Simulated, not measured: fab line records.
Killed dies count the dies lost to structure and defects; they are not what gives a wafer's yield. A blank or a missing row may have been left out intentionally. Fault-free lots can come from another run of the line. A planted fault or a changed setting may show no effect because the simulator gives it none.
Which tool did it?    flow berkeley_cmos170    14 lots with 42 wafers sampled at 7 steps, on a route of 331 steps

## WHAT EACH GAUGE READ, for each wafer
UCB170_START_BOW_MEAS_00.
lot   measured     on             INCOMING_BOW (um)
L568  day 1 10:00  film_metro-01  -3 -3 8
L569  day 1 15:00  film_metro-04  -6 7 3
L570  day 1 20:00  film_metro-01  5 -2 -6
L571  day 2 01:00  film_metro-02  -6 4 0
L572  day 2 06:00  film_metro-02  -3 -1 0
L573  day 2 11:00  film_metro-02  -5 -5 0
L574  day 2 16:01  film_metro-02  15 -2 0
L579  day 3 17:00  film_metro-01  0 1 4
L580  day 3 22:01  film_metro-04  10 -6 2
L581  day 4 03:01  film_metro-02  0 3 -7
L585  day 4 23:00  film_metro-04  0 -4 2
L587  day 5 09:01  film_metro-01  -17 2 8
L589  day 5 19:01  film_metro-02  -4 -7 5
L591  day 6 05:02  film_metro-01  -7 -1 2

UCB170_PSD_TW_MEAS_10.
lot   measured      on             PSD_TW
L568  day 6 02:06   film_metro-04  2321 2300 2300
L569  day 6 16:56   film_metro-04  2296 2304 2311
L570  day 6 16:39   film_metro-01  2281 2264 2283
L571  day 7 05:53   film_metro-01  2290 2284 2286
L572  day 7 18:19   film_metro-01  2279 2283 2283
L573  day 7 18:34   film_metro-02  2318 2320 2323
L574  day 7 18:49   film_metro-02  2319 2329 2321
L579  day 9 08:17   film_metro-04  2011 2000 2008
L580  day 9 03:59   film_metro-04  2329 2324 2324
L581  day 9 17:19   film_metro-01  1961 1966 1959
L585  day 10 08:48  film_metro-02  2316 2310 2319
L587  day 10 19:39  film_metro-01  2295 2290 2291
L589  day 11 09:36  film_metro-02  2336 2328 2337
L591  day 11 10:05  film_metro-04  2337 2340 2344

UCB170_SDANNEAL_RS_MEAS_02: uses a four-point probe to measure.
lot   measured      on             PSD_RS (ohm/sq)
L568  day 6 05:59   film_metro-01  75.4 75.7 75.9
L569  day 6 21:58   film_metro-04  76.0 75.9 76.0
L570  day 6 21:43   film_metro-01  75.6 75.8 75.6
L571  day 7 08:59   film_metro-01  75.2 75.4 75.6
L572  day 7 21:16   film_metro-02  75.6 75.6 75.1
L573  day 7 21:25   film_metro-01  75.4 75.4 75.6
L574  day 7 21:40   film_metro-04  75.7 75.9 75.6
L579  day 9 12:04   film_metro-02  105.3 105.2 105.3
L580  day 9 07:25   film_metro-04  75.3 75.6 75.2
L581  day 9 20:10   film_metro-02  105.5 105.6 106.2
L585  day 10 12:11  film_metro-01  76.0 76.0 76.1
L587  day 10 22:41  film_metro-01  75.6 75.5 75.6
L589  day 11 12:43  film_metro-02  75.7 75.4 75.4
L591  day 11 13:39  film_metro-04  75.2 75.3 75.4

UCB170_M1_OVL_MEAS_10.
lot   measured      on          M1_OVL (nm)
L568  day 6 16:55   overlay-01  -2 -6 -6
L569  day 7 05:19   overlay-02  2 8 4
L570  day 7 04:35   overlay-02  5 -4 0
L571  day 7 16:52   overlay-02  -4 -1 -1
L572  day 8 04:26   overlay-02  -8 -7 -7
L573  day 8 04:43   overlay-02  -12 -8 -4
L574  day 8 05:37   overlay-02  -2 -6 6
L579  day 9 20:48   overlay-01  3 -1 1
L580  day 9 15:59   overlay-02  -5 3 8
L581  day 10 03:52  overlay-02  10 -7 4
L585  day 10 18:56  overlay-02  9 8 9
L587  day 11 07:02  overlay-02  -5 1 -9
L589  day 11 19:29  overlay-02  -6 4 4
L591  day 11 22:34  overlay-02  3 1 6

UCB170_M2_OVL_MEAS_16.
lot   measured      on          M2_OVL (nm)
L568  day 7 02:45   overlay-01  -6 -4 -1
L569  day 7 15:28   overlay-02  -7 -16 -14
L570  day 7 15:13   overlay-01  2 -13 0
L571  day 8 04:05   overlay-02  -6 -1 -4
L572  day 8 15:32   overlay-02  1 6 8
L573  day 8 15:49   overlay-02  4 11 13
L574  day 8 15:46   overlay-01  9 5 2
L579  day 10 06:46  overlay-02  -14 -14 -1
L580  day 10 00:44  overlay-02  -7 -1 2
L581  day 10 13:26  overlay-01  -7 5 2
L585  day 11 04:48  overlay-01  -2 1 5
L587  day 11 17:07  overlay-01  -1 2 -6
L589  day 12 03:37  overlay-01  3 0 -7
L591  day 12 08:05  overlay-01  3 11 3

## WHAT TOOL EACH LOT RAN ON (gives the tool, then ch and the chambers of the sampled wafers, and finally the start)
lot   UCB170_PSD_IMPLANT_08            UCB170_PSD_STRIP_09
L568  implanter-04 ch 0, day 6 01:51   plasma_asher-02 ch 0,1, day 6 02:00
L569  implanter-04 ch 0, day 6 16:41   plasma_asher-02 ch 0,1, day 6 16:50
L570  implanter-02 ch 0, day 6 16:24   plasma_asher-04 ch 0,1, day 6 16:33
L571  implanter-04 ch 0, day 7 05:38   plasma_asher-02 ch 0,1, day 7 05:47
L572  implanter-04 ch 0, day 7 18:04   plasma_asher-02 ch 0,1, day 7 18:13
L573  implanter-02 ch 0, day 7 18:19   plasma_asher-04 ch 0,1, day 7 18:28
L574  implanter-03 ch 0, day 7 18:35   plasma_asher-01 ch 0,1, day 7 18:42
L579  implanter-02 ch 0, day 9 08:02   plasma_asher-01 ch 0,1, day 9 08:11
L580  implanter-04 ch 0, day 9 03:46   plasma_asher-04 ch 1, day 9 03:53
L581  implanter-02 ch 0, day 9 17:04   plasma_asher-02 ch 0,1, day 9 17:12
L585  implanter-04 ch 0, day 10 08:33  plasma_asher-04 ch 0,1, day 10 08:42
L587  implanter-04 ch 0, day 10 19:25  plasma_asher-04 ch 0,1, day 10 19:32
L589  implanter-04 ch 0, day 11 09:22  plasma_asher-02 ch 0,1, day 11 09:29
L591  implanter-04 ch 0, day 11 09:52  plasma_asher-02 ch 0,1, day 11 10:01
- UCB170_PSD_IMPLANT_08
- UCB170_PSD_STRIP_09: strips in O2.

## WHAT THE TOOLS THEMSELVES READ (means of the sampled wafers that have a number; where no wafer has one, the mark that the record gives instead)
UCB170_PSD_IMPLANT_08.
lot   tool          dose_ions_cm2  end_station_pressure_torr (Torr)  faraday_current_uA  tilt_deg (degrees)
L568  implanter-04  2.997e+15      1.28e-05                          9208                7.002
L569  implanter-04  3.001e+15      1.34e-05                          9371                7.018
L570  implanter-02  3.003e+15      1.26e-05                          9162                6.989
L571  implanter-04  3.001e+15      1.18e-05                          9264                6.989
L572  implanter-04  3.000e+15      1.26e-05                          9292                7.004
L573  implanter-02  3.003e+15      1.27e-05                          9184                7.021
L574  implanter-03  2.999e+15      1.24e-05                          9231                7.010
L579  implanter-02  1.841e+15      9.10e-06                          5827                7.001
L580  implanter-04  3.001e+15      1.24e-05                          9046                7.001
L581  implanter-02  1.845e+15      9.33e-06                          5753                6.995
L585  implanter-04  3.005e+15      1.25e-05                          9076                7.016
L587  implanter-04  3.001e+15      1.21e-05                          9284                7.008
L589  implanter-04  3.005e+15      1.30e-05                          9163                6.983
L591  implanter-04  2.995e+15      1.27e-05                          9261                6.970

UCB170_PSD_STRIP_09.
lot   tool             drypump_motor_current_A (A)  oes_product_au (a.u.)  strip_time_to_endpoint_s (s)
L568  plasma_asher-02  6.1                          0.601                  29.49
L569  plasma_asher-02  6.1                          0.600                  29.42
L570  plasma_asher-04  6.4                          0.601                  29.37
L571  plasma_asher-02  6.1                          0.602                  29.42
L572  plasma_asher-02  6.0                          0.600                  29.34
L573  plasma_asher-04  6.4                          0.596                  29.46
L574  plasma_asher-01  5.2                          0.603                  29.51
L579  plasma_asher-01  5.2                          0.669                  24.56
L580  plasma_asher-04  5.7                          0.606                  29.38
L581  plasma_asher-02  6.0                          0.676                  24.62
L585  plasma_asher-04  6.4                          0.601                  29.36
L587  plasma_asher-04  6.4                          0.595                  29.34
L589  plasma_asher-02  6.0                          0.597                  29.44
L591  plasma_asher-02  6.1                          0.599                  29.49

## THE ANSWER, worked out from the rows above alone
Rule: the usual values come from the lots themselves. Put in order of their means at a reading, lots are off if they are a third of the lots or fewer, leave a main group of 4 or more, and stand apart from it by a gap of 3 or more times the standard deviation of the main group's means; of several such gaps the widest counts. Not used: any main group whose means are identical at the precision the tables above print for the reading. Also off: a lot with no number at a reading for which 4 or more lots have one. The other lots that the step has rows for count as sound. First the gauges in route order, then the tools' own readings, where a lot's mean is used as printed above. The first step at which some lot is off is used, and at that step the reading that is off furthest; a lot without a number counts as furthest.
Off: at UCB170_PSD_TW_MEAS_10 (PSD_TW), L579, L581. For the main group the mean is 2309 and the standard deviation 20.
If a tool, at a process step before that reading, ran all the lots that are off and no sound lot after the first of them, it fits. Not tried: the gauges at UCB170_PSD_TW_MEAS_10; whatever is off there is also off at UCB170_SDANNEAL_RS_MEAS_02, on other tools, and gauge error can't account for it. One candidate fits, namely implanter-02 at UCB170_PSD_IMPLANT_08. Its last sound lot is L573 (day 7 18:19), its first lot that is off L579 (day 9 08:02): a fault that began between those two fits.
The tool's own readings at UCB170_PSD_IMPLANT_08 bear it out: on the lots that are off they differ by more than 5 times the standard deviation of the sound lots' means. dose_ions_cm2 reads 1.843e+15 there against 3.001e+15 on the sound lots; end_station_pressure_torr reads 9.21e-06 Torr there against 1.26e-05 Torr on the sound lots; faraday_current_uA reads 5790 there against 9212 on the sound lots.

## WHAT THE SIMULATOR HAD PUT IN
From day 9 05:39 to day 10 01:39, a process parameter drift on implanter-02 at UCB170_PSD_IMPLANT_08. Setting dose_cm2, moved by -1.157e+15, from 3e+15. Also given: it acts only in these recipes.
Shown lots that were struck: L579, L581. The same result came from the rule above.
